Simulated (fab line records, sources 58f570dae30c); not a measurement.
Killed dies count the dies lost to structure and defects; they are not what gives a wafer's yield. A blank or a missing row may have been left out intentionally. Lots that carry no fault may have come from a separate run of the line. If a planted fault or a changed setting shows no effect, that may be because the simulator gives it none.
Struck lot and sound lot, side by side ; flow berkeleyCmos170 ; 38 steps out of a route of 331
Sound: the wafers L265.1, L265.2, L265.5. The struck wafers were L270.1, L270.3, L270.6. The cause is named last.
At each step with rows: each side's tool, then ch and its chambers, then its first start. Under that, the readings that differ: sound wafers ; struck wafers ; difference of the means ; sigmas: that difference in standard deviations of wafers without a fault.
alike: words and numbers the same on both sides, and readings whose means are apart by under 2 such deviations; not compared: readings that were withheld, readings missing a value for some wafer, numbers with overlapping values and no deviation given by the record, and bounds like >300 which may hide the same value.
The two part at a step that has a row with sigmas, a row that says differs or no value, or rows on one side only. Non-overlapping numbers with no deviation appear without sigmas and do not part them. A reading that every wafer of one side lacks parts them only if that side has two wafers or more.

first, 1 step without rows for these wafers: UCB170_SPACER_CVD_00 (deposits SiO2 from TEOS/O2, target thk 376 nm, time 47 s).
UCB170_SPACER_THK_MEAS_01:
  struck on filmMetro-04, day 8 03:38; sound on filmMetro-04, day 6 16:28
  alike: SPACER_TEOS_THK
then, 1 step without rows for these wafers: UCB170_SPACER_ANNEAL_02 (time 1800 s).
UCB170_SPACER_ETCHBACK_03: etches SiO2 in CHF3/CF4/Ar, stops on Si, target depth 376 nm, time 100 s.
  sound on rieDiel-04 ch 2,3, day 6 21:31; struck on rieDiel-04 ch 1,3, day 8 08:14
  alike: drypumpMotorCurrentA, oesProductAu, throttleValvePct
  not compared: rfHoursCounterH
then, 6 steps without rows for these wafers: UCB170_PSD_HMDS_00 (prime time 60 s); UCB170_PSD_COAT_01 (resist thk 900 nm); UCB170_PSD_SOFTBAKE_02 (time 60 s); UCB170_PSD_EXPOSE_03 (exposes mask PSELECT MOD, target cd 1200 nm); UCB170_PSD_PEB_04; UCB170_PSD_DEVELOP_05 (develop time 45 s).
UCB170_PSD_CD_MEAS_06: the cd target is 1200 nm.
  struck on cdSem-02, day 8 09:11; sound on cdSem-02, day 6 22:40
  alike: cdNm
UCB170_PSD_OVL_MEAS_07:
  struck on overlay-01, day 8 09:19; sound on overlay-02, day 6 22:47
  alike: PSD_OVL
UCB170_PSD_IMPLANT_08:
  sound on implanter-03 ch 0, day 6 22:49; struck on implanter-03 ch 0, day 8 09:21
reading;sound;struck;difference;sigmas
doseIonsCm2;2.993e+15 2.998e+15 3e+15;6e+14 6.04e+14 6.06e+14;-2e+15;-99 or more
endStationPressureTorr (Torr);1.4e-05 1.21e-05 1.26e-05;6.5e-06 6.5e-06 6.1e-06;-6.5e-06;-11
faradayCurrentUA;9271 9239 9221;1899 1836 1840;-7385;-41
  alike: tiltDeg
UCB170_PSD_STRIP_09: strips in O2.
  sound on plasmaAsher-03 ch 0,1, day 6 22:58; struck on plasmaAsher-02 ch 0,1, day 8 09:30
reading;sound;struck;difference;sigmas
oesProductAu (a.u.);0.611 0.600 0.595;0.734 0.739 0.737;+0.135;+29
stripTimeToEndpointS (s);29.50 29.40 29.43;21.63 21.64 21.69;-7.79;-99 or more
  alike: drypumpMotorCurrentA
  not compared: rfHoursCounterH
UCB170_PSD_TW_MEAS_10:
  struck on filmMetro-01, day 8 09:36; sound on filmMetro-03, day 6 23:05
reading;sound;struck;difference;sigmas
PSD_TW;2332 2327 2328;1396 1393 1398;-933;-58
then, 7 steps without rows for these wafers: UCB170_PSD_CLEAN_11 (cleans in SPM, time 600 s); UCB170_NSD_HMDS_00 (prime time 60 s); UCB170_NSD_COAT_01 (resist thk 900 nm); UCB170_NSD_SOFTBAKE_02 (time 60 s); UCB170_NSD_EXPOSE_03 (exposes mask NSELECT MOD, target cd 1200 nm); UCB170_NSD_PEB_04; UCB170_NSD_DEVELOP_05 (develop time 45 s).
UCB170_NSD_CD_MEAS_06: the cd target is 1200 nm.
  struck on cdSem-01, day 8 10:49; sound on cdSem-02, day 7 00:20
  alike: cdNm
UCB170_NSD_OVL_MEAS_07:
  struck on overlay-02, day 8 10:56; sound on overlay-01, day 7 00:27
  alike: NSD_OVL
next, for these wafers, 1 step has no rows: UCB170_NSD_IMPLANT_08.
UCB170_NSD_STRIP_09: strips in O2.
  sound on plasmaAsher-04 ch 0,1, day 7 00:38; struck on plasmaAsher-02 ch 0,1, day 8 11:07
  alike: drypumpMotorCurrentA, oesProductAu, stripTimeToEndpointS
  not compared: rfHoursCounterH
UCB170_NSD_TW_MEAS_10:
  struck on filmMetro-03, day 8 11:13; sound on filmMetro-03, day 7 00:44
  alike: NSD_TW
then, 4 steps without rows for these wafers: UCB170_NSD_CLEAN_11 (cleans in SPM, time 600 s); UCB170_BACKSIDE_HMDS_00 (prime time 60 s); UCB170_BACKSIDE_COAT_01 (resist thk 900 nm); UCB170_BACKSIDE_SOFTBAKE_02 (time 60 s).
UCB170_BACKSIDE_STRIP_03: strips in O2.
  sound on plasmaAsher-04 ch 0,1, day 7 01:26; struck on plasmaAsher-04 ch 0,1, day 8 12:10
  alike: drypumpMotorCurrentA, oesProductAu, stripTimeToEndpointS
  not compared: rfHoursCounterH
then, 1 step without rows for these wafers: UCB170_BACKSIDE_CLEAN_04 (cleans in SPM, time 600 s).
UCB170_SDANNEAL_RTA_00: time 10 s.
  sound on rtpAnneal-01 ch 0, day 7 01:42; struck on rtpAnneal-02 ch 0, day 8 12:27
  alike: lampPowerPct, wafer_temp_C_max
UCB170_SDANNEAL_RTA_01: time 5 s.
  sound on rtpAnneal-01 ch 0, day 7 01:46; struck on rtpAnneal-02 ch 0, day 8 12:31
reading;sound;struck;difference;sigmas
lampPowerPct (%);38.7 38.5 38.5;39.8 39.7 39.7;+1.2;+2
  alike: wafer_temp_C_max
UCB170_SDANNEAL_RS_MEAS_02: the measuring method here is four-point-probe.
  struck on filmMetro-01, day 8 12:35; sound on filmMetro-01, day 7 01:50
reading;sound;struck;difference;sigmas
PSD_RS (ohm/sq);75.50 75.23 75.54;250.86 252.96 250.90;+176.15;+99 or more
UCB170_SDANNEAL_RS_MEAS_03: the measuring method here is four-point-probe.
  struck on filmMetro-01, day 8 12:42; sound on filmMetro-01, day 7 01:57
  alike: NSD_RS
UCB170_M3_PROBE_99:
  sound wafers here have rows in the record (prober-01, day 8 01:59); struck ones have none

## WHERE THEY PART
At UCB170_PSD_IMPLANT_08 first; at UCB170_M3_PROBE_99 last (within this record only).

WHY: what the simulator had put in
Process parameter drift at UCB170_PSD_IMPLANT_08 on implanter-03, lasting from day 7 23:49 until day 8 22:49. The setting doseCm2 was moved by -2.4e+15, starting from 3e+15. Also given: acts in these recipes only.
